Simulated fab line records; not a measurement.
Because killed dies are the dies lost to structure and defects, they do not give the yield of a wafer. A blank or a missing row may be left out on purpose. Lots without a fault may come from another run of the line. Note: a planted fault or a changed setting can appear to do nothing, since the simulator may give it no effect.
Split-lot experiment || flow berkeleyCmos170 || route with 331 steps; 5 lots, 23 wafers read

== THE SPLIT ==
At UCB170_M2_PEB_13, the setting pebTempC was moved away from the recipe's 130 C on 8 of the 23 wafers read, by -2.9% to +1.2%. The other wafers ran this setting at the recipe's value.

== FROM THE SPLIT TO THE READING: what the file shows between them, 5 steps ==
- UCB170_M2_DEVELOP_14: develop time 45 s
- UCB170_M2_CD_MEAS_15: target cd 700 nm
- UCB170_M2_ETCH_17: etches BARC in N2/H2
- UCB170_M2_METAL_ETCH_18: etches Al in Cl2/BCl3, stops on SiO2, target depth 1170 nm, time 195 s
- UCB170_M2_STRIP_19: strips in O2

== THE READING ==
cdNm, in nm, at UCB170_M2_CD_MEAS_90 (target cd 700 nm). A value of 699.5 nm with a standard deviation of 2.8 nm is what fault-free wafers of this fab line usually give.

{"wafer": "L075.1", "tool, chamber at the split": "lithoTrack-01, 0", "pebTempC as run, C": 130, "against the recipe": "recipe", "cdNm, nm": 701.1, "against lot-mates on the recipe": "-"}
{"wafer": "L075.2", "tool, chamber at the split": "lithoTrack-01, 0", "pebTempC as run, C": 130, "against the recipe": "recipe", "cdNm, nm": 704.4, "against lot-mates on the recipe": "-"}
{"wafer": "L075.4", "tool, chamber at the split": "lithoTrack-01, 0", "pebTempC as run, C": 130, "against the recipe": "recipe", "cdNm, nm": 699.9, "against lot-mates on the recipe": "-"}
{"wafer": "L075.5", "tool, chamber at the split": "lithoTrack-01, 0", "pebTempC as run, C": 130, "against the recipe": "recipe", "cdNm, nm": 705.8, "against lot-mates on the recipe": "-"}
{"wafer": "L075.6", "tool, chamber at the split": "lithoTrack-01, 0", "pebTempC as run, C": 130, "against the recipe": "recipe", "cdNm, nm": 699.6, "against lot-mates on the recipe": "-"}
{"wafer": "L076.2", "tool, chamber at the split": "lithoTrack-03, 0", "pebTempC as run, C": 130, "against the recipe": "recipe", "cdNm, nm": 703.5, "against lot-mates on the recipe": "-"}
{"wafer": "L076.3", "tool, chamber at the split": "lithoTrack-03, 0", "pebTempC as run, C": 130, "against the recipe": "recipe", "cdNm, nm": 693.5, "against lot-mates on the recipe": "-"}
{"wafer": "L076.4", "tool, chamber at the split": "lithoTrack-03, 0", "pebTempC as run, C": 130, "against the recipe": "recipe", "cdNm, nm": 701.1, "against lot-mates on the recipe": "-"}
{"wafer": "L076.5", "tool, chamber at the split": "lithoTrack-03, 0", "pebTempC as run, C": 131.1, "against the recipe": "+0.8%", "cdNm, nm": 689.0, "against lot-mates on the recipe": -10.4}
{"wafer": "L076.6", "tool, chamber at the split": "lithoTrack-03, 0", "pebTempC as run, C": 131.1, "against the recipe": "+0.8%", "cdNm, nm": 694.7, "against lot-mates on the recipe": -4.7}
{"wafer": "L077.1", "tool, chamber at the split": "lithoTrack-03, 0", "pebTempC as run, C": 130, "against the recipe": "recipe", "cdNm, nm": 697.2, "against lot-mates on the recipe": "-"}
{"wafer": "L077.2", "tool, chamber at the split": "lithoTrack-03, 0", "pebTempC as run, C": 131.6, "against the recipe": "+1.2%", "cdNm, nm": 688.7, "against lot-mates on the recipe": -10.3}
{"wafer": "L077.3", "tool, chamber at the split": "lithoTrack-03, 0", "pebTempC as run, C": 130, "against the recipe": "recipe", "cdNm, nm": 700.9, "against lot-mates on the recipe": "-"}
{"wafer": "L077.4", "tool, chamber at the split": "lithoTrack-03, 0", "pebTempC as run, C": 131.6, "against the recipe": "+1.2%", "cdNm, nm": 688.1, "against lot-mates on the recipe": -10.9}
{"wafer": "L077.5", "tool, chamber at the split": "lithoTrack-03, 0", "pebTempC as run, C": 131.6, "against the recipe": "+1.2%", "cdNm, nm": 690.3, "against lot-mates on the recipe": -8.8}
{"wafer": "L083.2", "tool, chamber at the split": "lithoTrack-01, 0", "pebTempC as run, C": 126.2, "against the recipe": "-2.9%", "cdNm, nm": 729.8, "against lot-mates on the recipe": "+29.9"}
{"wafer": "L083.3", "tool, chamber at the split": "lithoTrack-01, 0", "pebTempC as run, C": 126.2, "against the recipe": "-2.9%", "cdNm, nm": 732.1, "against lot-mates on the recipe": "+32.2"}
{"wafer": "L083.4", "tool, chamber at the split": "lithoTrack-01, 0", "pebTempC as run, C": 130, "against the recipe": "recipe", "cdNm, nm": 700.3, "against lot-mates on the recipe": "-"}
{"wafer": "L083.5", "tool, chamber at the split": "lithoTrack-01, 0", "pebTempC as run, C": 130, "against the recipe": "recipe", "cdNm, nm": 699.5, "against lot-mates on the recipe": "-"}
{"wafer": "L083.6", "tool, chamber at the split": "lithoTrack-01, 0", "pebTempC as run, C": 126.2, "against the recipe": "-2.9%", "cdNm, nm": 728.4, "against lot-mates on the recipe": "+28.5"}
{"wafer": "L085.3", "tool, chamber at the split": "lithoTrack-04, 0", "pebTempC as run, C": 130, "against the recipe": "recipe", "cdNm, nm": 698.4, "against lot-mates on the recipe": "-"}
{"wafer": "L085.4", "tool, chamber at the split": "lithoTrack-04, 0", "pebTempC as run, C": 130, "against the recipe": "recipe", "cdNm, nm": 697.1, "against lot-mates on the recipe": "-"}
{"wafer": "L085.5", "tool, chamber at the split": "lithoTrack-04, 0", "pebTempC as run, C": 130, "against the recipe": "recipe", "cdNm, nm": 696.8, "against lot-mates on the recipe": "-"}

THE FIT
A straight line over all 23 wafers: cdNm changes by -10 nm for each +1% of pebTempC; r = -0.97; the points scatter about the line by 2.9 nm.
The same after taking each lot's own level away (the mean of its wafers on the recipe; 23 wafers): -9.89 nm for each +1%; r = -0.98; scatter 2.5 nm.
That fit puts the effect of the largest move of pebTempC on the reading at 29 nm.
The span of the lots' own levels, 697.43 to 702.16 nm, comes to 1.7 times the standard deviation stated above.
So the lot-to-lot level changes the slope little: the two slopes agree.
Check: with one of the wafers moved furthest among these (-2.9%) left out of the fit, the line predicts +29.3 nm for it against its lot-mates. It came out at +29.9 nm against them.

== ADDITIONAL SPLITS CARRIED BY THESE WAFERS ==
These wafers also went through other splits before the reading. Each is held against what the fit with the lots' levels taken away leaves over:
{"other split on the same wafers": "UCB170_V1_CMP_02 leaveAboveRefNm", "wafers away from the commonest value": 8, "r with cdNm (lot level and that fit taken away)": "+0.14"}
{"other split on the same wafers": "UCB170_V1_ETCH_14 rfW", "wafers away from the commonest value": 6, "r with cdNm (lot level and that fit taken away)": -0.07}
{"other split on the same wafers": "UCB170_M2_SPUTTER_01 timeS", "wafers away from the commonest value": 7, "r with cdNm (lot level and that fit taken away)": -0.01}

== THE WHOLE CHAIN: every reading that the file lists as answering this split, in the file's order ==
{"step": "UCB170_M2_CD_MEAS_15", "what it does": "target cd 700 nm", "reading": "cdNm", "change (the file's fit)": "-9.42 nm for each +1% of the setting", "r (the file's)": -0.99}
{"step": "UCB170_M2_ETCH_17", "what it does": "etches BARC in N2/H2", "reading": "M2.cdNm (the simulator's own value, which no gauge read)", "change (the file's fit)": "-9.58 nm for each +1% of the setting", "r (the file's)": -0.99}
{"step": "UCB170_M2_METAL_ETCH_18", "what it does": "etches Al in Cl2/BCl3, stops on SiO2, target depth 1170 nm, time 195 s", "reading": "M2.cdNm (the simulator's own value, which no gauge read)", "change (the file's fit)": "-9.97 nm for each +1% of the setting", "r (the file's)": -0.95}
{"step": "UCB170_M2_CD_MEAS_90", "what it does": "target cd 700 nm", "reading": "cdNm", "change (the file's fit)": "-9.93 nm for each +1% of the setting", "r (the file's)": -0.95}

== FILE'S OWN FIT ==
cdNm changes by -9.93 nm for each +1% of pebTempC, r = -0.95.
